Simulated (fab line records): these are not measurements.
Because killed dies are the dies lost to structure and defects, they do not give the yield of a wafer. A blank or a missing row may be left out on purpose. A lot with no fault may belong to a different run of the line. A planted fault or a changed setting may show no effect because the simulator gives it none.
Shared-tool check | flow rit-cmos | Sample size 14 lots and 42 wafers

## WHY IT WAS OPENED
2 of 14 lots carry a flag on the reading NLDD_OVL at RIT_NLDD_OVL_MEAS_06. Wafers without a fault read -0.4 nm, standard deviation 1.5.
Rule: flag the lot when none of its wafers has a number, or when each of its wafers that has one lies beyond 4 standard deviations from that mean. The other lots count as sound.

lot  | measured    | on         | NLDD_OVL (nm), wafer by wafer | flag
L966 | day 2 20:19 | overlay-01 | 0.5 1.9 1.8                   |
L967 | day 2 22:24 | overlay-01 | 0.4 0.2 0.7                   |
L968 | day 3 05:08 | overlay-01 | -0.4 -0.2 -0.7                |
L971 | day 3 18:55 | overlay-01 | -0.5 -3.1 -2.9                |
L972 | day 3 22:43 | overlay-02 | 0.6 -0.1 0.2                  |
L975 | day 4 15:24 | overlay-01 | -0.9 -0.1 -0.2                |
L977 | day 5 00:15 | overlay-02 | -182.9 -183.5 -182.6          | FLAGGED
L978 | day 5 04:43 | overlay-01 | -179.9 -182.0 -180.6          | FLAGGED
L980 | day 5 16:13 | overlay-01 | -1.2 -1.5 0.6                 |
L983 | day 6 07:15 | overlay-01 | -1.9 -0.3 -2.1                |
L986 | day 6 22:39 | overlay-02 | 3.0 0.5 3.6                   |
L987 | day 7 02:21 | overlay-01 | -2.5 -3.1 -3.2                |
L988 | day 7 06:47 | overlay-01 | 0.8 -0.4 1.0                  |
L989 | day 7 11:31 | overlay-01 | -1.4 -1.8 -2.2                |
Flagged lots average -181.9 nm: -181.5 nm relative to the usual, that is -99 or more standard deviations.

## LOT BY LOT: THE TOOL USED
The record keeps 1 process step preceding the reading, out of 202 steps on the route. In each cell: the tool, then ch and the chambers that the sampled wafers went through, then the start.
lot  | flag    | RIT_NLDD_EXPOSE_03
L966 |         | iline-stepper-02 ch 0, day 2 19:56
L967 |         | iline-stepper-01 ch 0, day 2 22:00
L968 |         | iline-stepper-01 ch 0, day 3 04:44
L971 |         | iline-stepper-01 ch 0, day 3 18:32
L972 |         | iline-stepper-01 ch 0, day 3 22:14
L975 |         | iline-stepper-02 ch 0, day 4 15:02
L977 | FLAGGED | iline-stepper-02 ch 0, day 4 23:52
L978 | FLAGGED | iline-stepper-02 ch 0, day 5 04:19
L980 |         | iline-stepper-01 ch 0, day 5 15:49
L983 |         | iline-stepper-01 ch 0, day 6 06:52
L986 |         | iline-stepper-01 ch 0, day 6 22:15
L987 |         | iline-stepper-01 ch 0, day 7 01:57
L988 |         | iline-stepper-01 ch 0, day 7 06:23
L989 |         | iline-stepper-01 ch 0, day 7 11:07
These steps, and what they do:
- RIT_NLDD_EXPOSE_03: exposes mask M7, target cd 40700 nm.
- RIT_NLDD_OVL_MEAS_06

## FLAGGED OVER TOTAL, TOOL BY TOOL (the gauges that took the reading come last)
step                 | tool             | lots run | flagged | share of the flagged lots | sound lots run after its first flagged lot
RIT_NLDD_EXPOSE_03   | iline-stepper-01 | 10       | 0       | none                      | -
RIT_NLDD_EXPOSE_03   | iline-stepper-02 | 4        | 2       | all                       | 0
RIT_NLDD_OVL_MEAS_06 | overlay-01       | 11       | 1       | some                      | 5 (L980,L983,L987,L988,L989)
RIT_NLDD_OVL_MEAS_06 | overlay-02       | 3        | 1       | some                      | 1 (L986)

## WHAT THE TABLE PERMITS
In the table, 1 row covers all flagged lots: iline-stepper-02 at RIT_NLDD_EXPOSE_03.
- iline-stepper-02 at RIT_NLDD_EXPOSE_03 ran 4 lots, 2 of them flagged. Its last sound lot is L975 (day 4 15:02), its first flagged lot L977 (day 4 23:52): a fault that began between those two fits.
iline-stepper-02 at RIT_NLDD_EXPOSE_03 is the single tool remaining.

## WHAT HAD BEEN PUT IN BY THE SIMULATOR
Scanner matching overlay: iline-stepper-02, from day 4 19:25 on, at RIT_NLDD_EXPOSE_03. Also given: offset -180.
Struck lots among those shown: L977, L978. The same result came from the rule above.
